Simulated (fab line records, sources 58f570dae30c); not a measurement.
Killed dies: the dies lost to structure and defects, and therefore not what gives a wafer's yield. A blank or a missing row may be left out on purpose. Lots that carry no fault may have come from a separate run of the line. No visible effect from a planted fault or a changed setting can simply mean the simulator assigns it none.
A single fault, viewed from 2 desks + flow berkeley cmos170 + each desk has only its own numbers; what lay behind them comes last

THE TOOL OWNER'S DESK: pvd sputter-02
The tool's own readings at UCB170_SILICIDE_SPUTTER_01 (material Ti, target thk 30 nm, time 25 s): means of the sampled wafers that have a number, for each lot that ran on this tool. Marked OUT: a lot whose mean sits more than 4 standard deviations from the usual mean, which makes it out of limits; the brackets give that distance.
Columns: A = throttle valve pct at UCB170_SILICIDE_SPUTTER_01, usual 30.7 %
| lot  | first seen here | A    |
|------|-----------------|------|
| L163 | day 8 02:29     | 30.0 |
| L164 | day 8 22:02     | 29.4 |
| L168 | day 9 18:39     | 30.6 |
| L169 | day 11 05:23    | 30.0 |
| L174 | day 11 14:08    | 29.3 |
Result from this desk: across the 5 lots, nothing is out of limits.

METROLOGY DESK
What the gauges read, lot by lot, whatever tool the lot ran on: means of the sampled wafers that have a number. Marked OUT: a lot whose mean sits more than 4 standard deviations from the usual mean, which makes it out of limits; the brackets give that distance.
Columns: A = cd nm at UCB170_NSD_CD_MEAS_06, usual 1200.1 nm; B = SILICIDE_TI_RS at UCB170_SILICIDE_RS_MEAS_02, usual 26.13 ohm/sq; C = SILICIDE_TI_THK at UCB170_SILICIDE_THK_MEAS_03, usual 29.7 nm
| lot  | first seen here | A      | B                | C               |
|------|-----------------|--------|------------------|-----------------|
| L161 | day 7 23:52     | 1201.5 | 26.17            | 29.6            |
| L163 | day 8 00:07     | 1199.9 | 25.92            | 30.0            |
| L164 | day 8 18:11     | 1200.3 | 26.24            | 29.5            |
| L165 | day 8 18:46     | 1198.9 | 26.21            | 29.4            |
| L166 | day 9 16:27     | 1201.2 | 26.00            | 29.9            |
| L168 | day 9 16:31     | 1200.6 | 25.98            | 29.8            |
| L167 | day 9 16:46     | 1201.1 | 26.64            | 29.2            |
| L171 | day 10 00:34    | 1199.4 | 26.36            | 29.6            |
| L169 | day 11 03:02    | 1200.7 | 23.93 (-7.6) OUT | 32.7 (+9.5) OUT |
| L174 | day 11 12:01    | 1197.4 | 24.05 (-7.2) OUT | 32.2 (+7.8) OUT |
| L178 | day 11 20:28    | 1200.4 | 25.78            | 29.9            |
| L181 | day 12 14:56    | 1198.8 | 26.58            | 29.1            |
| L180 | day 12 15:09    | 1200.5 | 25.92            | 29.8            |
| L183 | day 13 00:31    | 1202.8 | 25.90            | 30.1            |
This desk's finding: out of limits on L169, L174; first on L169, day 11 05:25 (SILICIDE_TI_RS at UCB170_SILICIDE_RS_MEAS_02). L161, L163, L164, L165, L166, L168, L167, L171, L178, L181, L180, L183 stayed within limits.

BROUGHT TOGETHER
At day 11 05:25 the metrology desk could have sounded an alarm, on L169, L174.
The tool owner's desk saw nothing out of limits.
On record at the tool owner's desk: L169, L174, within its limits.
All the named lots went through UCB170_SILICIDE_SPUTTER_01 on pvd sputter-02.

WHAT THE SIMULATOR HAD INSERTED
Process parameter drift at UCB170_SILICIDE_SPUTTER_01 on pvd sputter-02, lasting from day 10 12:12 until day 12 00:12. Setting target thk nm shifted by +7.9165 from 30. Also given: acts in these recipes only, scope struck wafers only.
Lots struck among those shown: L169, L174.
Delay in hours, fault start to first out-of-limits reading, per desk: metrology desk 17.
